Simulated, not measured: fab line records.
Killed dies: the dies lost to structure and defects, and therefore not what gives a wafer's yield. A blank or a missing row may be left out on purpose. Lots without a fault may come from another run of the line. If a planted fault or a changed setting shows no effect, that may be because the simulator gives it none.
Code-filled problem report in 8D (eight disciplines) form | flow berkeley_cmos170 | the parts of the form that need people (team, actions taken, sign-off) are left out

## 1. WHAT WENT WRONG
Wafers without a fault read 1200.2 nm, standard deviation 1.3; cd_nm at UCB170_PLDD_CD_MEAS_06 reads a mean of 1211.2 nm on 6 wafers belonging to 2 lots. That is +8.5 standard deviations from the usual mean.
The step: target cd 1200 nm.
The first sign was on wafer L533.1 at day 8 13:25, on cd_sem-02. The record has a number at this step for 42 wafers belonging to 14 lots. By rule, "out" or "out of limits" means more than 4 standard deviations away from the usual mean. The other wafers with a number count as sound.

## 2. WHAT IT IS AND WHAT IT IS NOT
question                    | is                     | is not
which readings at this step | cd_nm                  | -
which lots                  | L533, L534             | L522, L523, L524, L526, L527, L528, L529, L539, L540, L542, L543, L545
which wafers of those lots  | all that have a number | -
read on which gauges        | cd_sem-01, cd_sem-02   | -
when                        | from day 8 13:25       | up to then (21 sound wafers); but 15 sound wafers of L539, L540, L542, L543, L545 came after

## 3. THE SUSPECTS, EACH WITH WHAT RULES IT OUT
Counting: a tool stays on the suspect list if, at a process step up to the reading, it processed all lots that are out and no sound lot following the first of them.
- the gauge at UCB170_PLDD_CD_MEAS_06: ruled out. The wafers that are out were read on 2 gauges (cd_sem-01, cd_sem-02).
- litho_track-04 at UCB170_PLDD_COAT_01 (resist thk 900 nm): kept. It processed each lot that is out, first L533 at day 8 12:07, and no sound lot thereafter; up to then, the last sound lot it processed was L528 at day 7 16:34.
Left after counting: litho_track-04 at UCB170_PLDD_COAT_01.

## 4. THE CAUSE (what the simulator had put in)
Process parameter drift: litho_track-04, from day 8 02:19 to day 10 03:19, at UCB170_PLDD_COAT_01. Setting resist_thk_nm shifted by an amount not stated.
Only this tool survived the counting.

## 5. THE EFFECT CHAIN, in route order
Rows list readings where the struck wafers' mean (over those with a number) sits beyond 3 standard deviations from the usual. Scope: only readings with a usual standard deviation given in the record; hours: median across lots of the time from each lot's start at the first step in this table that gives one to its start at this step; sigmas: change in usual standard deviations.
hours | step                   | reading                  | usual     | on struck wafers | change | sigmas
0     | UCB170_PLDD_CD_MEAS_06 | cd_nm                    | 1200.2 nm | 1211.2           | +11.0  | +8.5
0     | UCB170_PLDD_STRIP_10   | strip_time_to_endpoint_s | 21.64 s   | 16.70            | -4.94  | -78
Here are the process steps it includes:
- UCB170_PLDD_STRIP_10: strips in O2.

## 6. HOW IT WOULD HAVE BEEN CAUGHT EARLIER
The first out-of-limits reading at a measuring or inspecting step in this record came at day 8 13:25, 11 hours after the fault's start at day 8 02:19.
Of the lots that are out (2), L534 began UCB170_PLDD_COAT_01 on litho_track-04 after day 8 13:25. A hold on the tool at that time would have spared it.
